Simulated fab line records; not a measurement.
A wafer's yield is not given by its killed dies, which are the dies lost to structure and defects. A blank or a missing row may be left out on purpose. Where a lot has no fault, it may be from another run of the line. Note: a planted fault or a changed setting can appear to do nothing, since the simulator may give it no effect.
The tool behind it: which one? | flow berkeleyCmos170 | 14 lots, 42 wafers sampled, at 4 steps of a route of 331

## WHAT EACH GAUGE READ, for each wafer
UCB170_NWELL_TW_MEAS_16. Usual: NWELL_TW typically reads 1243, with standard deviation 8.6.
lot  | measured    | on           | NWELL_TW       | flag
L906 | day 2 06:18 | filmMetro-03 | 1239 1234 1240 | 
L908 | day 2 13:01 | filmMetro-01 | 1240 1256 1244 | 
L909 | day 2 19:58 | filmMetro-04 | 1262 1266 1260 | 
L910 | day 3 07:35 | filmMetro-01 | 1242 1248 1245 | 
L911 | day 3 07:41 | filmMetro-04 | 1239 1245 1249 | 
L912 | day 3 20:41 | filmMetro-01 | 1250 1241 1247 | 
L914 | day 4 14:59 | filmMetro-04 | 1250 1254 1258 | 
L915 | day 4 15:59 | filmMetro-01 | 1248 1244 1246 | 
L917 | day 4 21:58 | filmMetro-01 | 1247 1250 1236 | 
L919 | day 5 02:21 | filmMetro-04 | 1246 1256 1246 | 
L920 | day 5 09:49 | filmMetro-03 | 1240 1227 1232 | 
L926 | day 6 07:04 | filmMetro-03 | 1243 1239 1237 | 
L927 | day 6 19:28 | filmMetro-04 | 1248 1251 1254 | 
L928 | day 6 21:41 | filmMetro-04 | 1250 1244 1247 | 

UCB170_PWELL_THK_MEAS_06. Usual: PWELL_NITRIDE_THK typically reads 220.9 nm, with standard deviation 2.
lot  | measured    | on           | PWELL_NITRIDE_THK (nm) | flag
L906 | day 3 05:16 | filmMetro-04 | 217.8 217.4 218.7      | 
L908 | day 3 05:16 | filmMetro-02 | 221.8 219.2 221.0      | 
L909 | day 3 16:36 | filmMetro-04 | 216.4 216.4 215.8      | 
L910 | day 4 04:47 | filmMetro-04 | 217.4 217.8 219.3      | 
L911 | day 4 04:47 | filmMetro-01 | 219.8 219.4 220.8      | 
L912 | day 4 17:42 | filmMetro-02 | 222.7 221.3 219.0      | 
L914 | day 5 05:43 | filmMetro-01 | 218.9 218.8 219.5      | 
L915 | day 5 08:05 | filmMetro-02 | 220.4 220.7 220.6      | 
L917 | day 5 14:33 | filmMetro-02 | 221.0 222.9 221.7      | 
L919 | day 5 14:34 | filmMetro-01 | 221.6 221.3 222.5      | 
L920 | day 5 21:16 | filmMetro-01 | 222.8 221.3 222.1      | 
L926 | day 6 22:52 | filmMetro-01 | 221.9 221.8 222.8      | 
L927 | day 7 09:09 | filmMetro-01 | 225.2 224.3 223.7      | 
L928 | day 7 15:38 | filmMetro-01 | 224.8 222.8 223.0      | 

## EACH LOT AND THE TOOL THAT RAN IT (in order: tool; ch and the chambers of the sampled wafers; start)
lot  | UCB170_ZERO_SOFTBAKE_02         | UCB170_ZERO_ETCH_06
L906 | lithoTrack-04 ch 0, day 1 18:14 | rieDiel-03 ch 1,2, day 1 19:07
L908 | lithoTrack-04 ch 0, day 2 01:49 | rieDiel-04 ch 1,2,3, day 2 02:28
L909 | lithoTrack-02 ch 0, day 2 07:49 | rieDiel-04 ch 0,1,3, day 2 08:38
L910 | lithoTrack-01 ch 0, day 2 16:40 | rieDiel-04 ch 0,1,3, day 2 17:13
L911 | lithoTrack-01 ch 0, day 2 17:26 | rieDiel-02 ch 1,2,3, day 2 18:17
L912 | lithoTrack-02 ch 0, day 3 03:04 | rieDiel-03 ch 2,3, day 3 03:41
L914 | lithoTrack-04 ch 0, day 3 16:38 | rieDiel-02 ch 0,2,3, day 3 17:31
L915 | lithoTrack-01 ch 0, day 3 16:41 | rieDiel-04 ch 2,3, day 3 17:47
L917 | lithoTrack-04 ch 0, day 4 06:00 | rieDiel-03 ch 0,2,3, day 4 06:46
L919 | lithoTrack-02 ch 0, day 4 11:46 | rieDiel-03 ch 0,2,3, day 4 12:40
L920 | lithoTrack-02 ch 0, day 4 19:59 | rieDiel-03 ch 0,1,2, day 4 20:30
L926 | lithoTrack-02 ch 0, day 5 19:19 | rieDiel-04 ch 2,3, day 5 19:58
L927 | lithoTrack-01 ch 0, day 6 06:38 | rieDiel-02 ch 0,1,3, day 6 07:11
L928 | lithoTrack-02 ch 0, day 6 10:34 | rieDiel-02 ch 0,1,2, day 6 11:25
- UCB170_ZERO_SOFTBAKE_02: time 60 s.
- UCB170_ZERO_ETCH_06: etches SiO2 in CHF3/CF4/Ar, time 12 s.

## WHAT THE TOOLS THEMSELVES READ (means of the sampled wafers that have a number; where no wafer has one, the mark that the record gives instead)
UCB170_ZERO_SOFTBAKE_02. Usual: heaterPowerTotalW 56.80 W, standard deviation 0.048; plateTempC 130.02 C, standard deviation 0.14.
lot  | tool          | heaterPowerTotalW (W) | plateTempC (C) | flag
L906 | lithoTrack-04 | 56.75                 | 129.87         | 
L908 | lithoTrack-04 | 56.78                 | 129.94         | 
L909 | lithoTrack-02 | 56.80                 | 129.92         | 
L910 | lithoTrack-01 | 56.79                 | 129.85         | 
L911 | lithoTrack-01 | 56.81                 | 130.04         | 
L912 | lithoTrack-02 | 56.82                 | 130.12         | 
L914 | lithoTrack-04 | 56.79                 | 129.97         | 
L915 | lithoTrack-01 | 56.75                 | 130.24         | 
L917 | lithoTrack-04 | 56.78                 | 130.04         | 
L919 | lithoTrack-02 | 56.79                 | 129.96         | 
L920 | lithoTrack-02 | 56.79                 | 129.78         | 
L926 | lithoTrack-02 | 60.02                 | 135.79         | OFF
L927 | lithoTrack-01 | 56.86                 | 130.06         | 
L928 | lithoTrack-02 | 60.02                 | 135.60         | OFF

UCB170_ZERO_ETCH_06. Usual: drypumpMotorCurrentA 5.7 A, standard deviation 0.53; oesProductAu 0.621 a.u., standard deviation 0.0081; throttleValvePct 9.21 %, standard deviation 0.12.
lot  | tool       | drypumpMotorCurrentA (A) | oesProductAu (a.u.) | throttleValvePct (%) | flag
L906 | rieDiel-03 | 5.7                      | 0.630               | 9.27                 | 
L908 | rieDiel-04 | 5.3                      | 0.626               | 9.18                 | 
L909 | rieDiel-04 | 5.2                      | 0.619               | 9.24                 | 
L910 | rieDiel-04 | 5.2                      | 0.625               | 9.25                 | 
L911 | rieDiel-02 | 5.8                      | 0.614               | 9.23                 | 
L912 | rieDiel-03 | 5.8                      | 0.617               | 9.04                 | 
L914 | rieDiel-02 | 6.3                      | 0.617               | 9.29                 | 
L915 | rieDiel-04 | 5.4                      | 0.626               | 9.21                 | 
L917 | rieDiel-03 | 5.9                      | 0.618               | 9.08                 | 
L919 | rieDiel-03 | 5.9                      | 0.621               | 9.08                 | 
L920 | rieDiel-03 | 5.8                      | 0.623               | 9.20                 | 
L926 | rieDiel-04 | 5.4                      | 0.623               | 9.22                 | 
L927 | rieDiel-02 | 5.8                      | 0.615               | 9.30                 | 
L928 | rieDiel-02 | 5.7                      | 0.618               | 9.29                 | 

## THE ANSWER, worked out from the rows above alone
Rule: a lot counts as off when the mean over its wafers that have a number is more than 3 standard deviations away from the usual mean. Also off: a lot with no number at a reading for which 4 or more lots have one. Where the step has rows for the other lots, those lots are counted as sound. First the gauges in route order, then the tools' own readings, where a lot's mean is used as printed above. At the first step where some lot is off, the reading lying furthest off is the one used; lots without a number count as furthest.
Off, at UCB170_ZERO_SOFTBAKE_02 on heaterPowerTotalW: L926, L928.
If a tool, at that step or one of the process steps before it, ran each lot that is off and ran no sound lot following the first of them, it fits. One fits: UCB170_ZERO_SOFTBAKE_02 on lithoTrack-02. Its last sound lot is L920 (day 4 19:59), its first lot that is off L926 (day 5 19:19): a fault that began between those two fits.
The tool's own readings at UCB170_ZERO_SOFTBAKE_02 bear it out: on the lots that are off they differ by more than 5 times the standard deviation of the sound lots' means. heaterPowerTotalW reads 60.02 W there against 56.79 W on the sound lots; plateTempC reads 135.69 C there against 129.98 C on the sound lots.

## WHAT WAS PUT IN BY THE SIMULATOR
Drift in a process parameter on lithoTrack-02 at UCB170_ZERO_SOFTBAKE_02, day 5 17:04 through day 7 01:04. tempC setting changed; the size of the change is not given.
Struck lots among those shown: L926, L928. Same finding as the rule above.
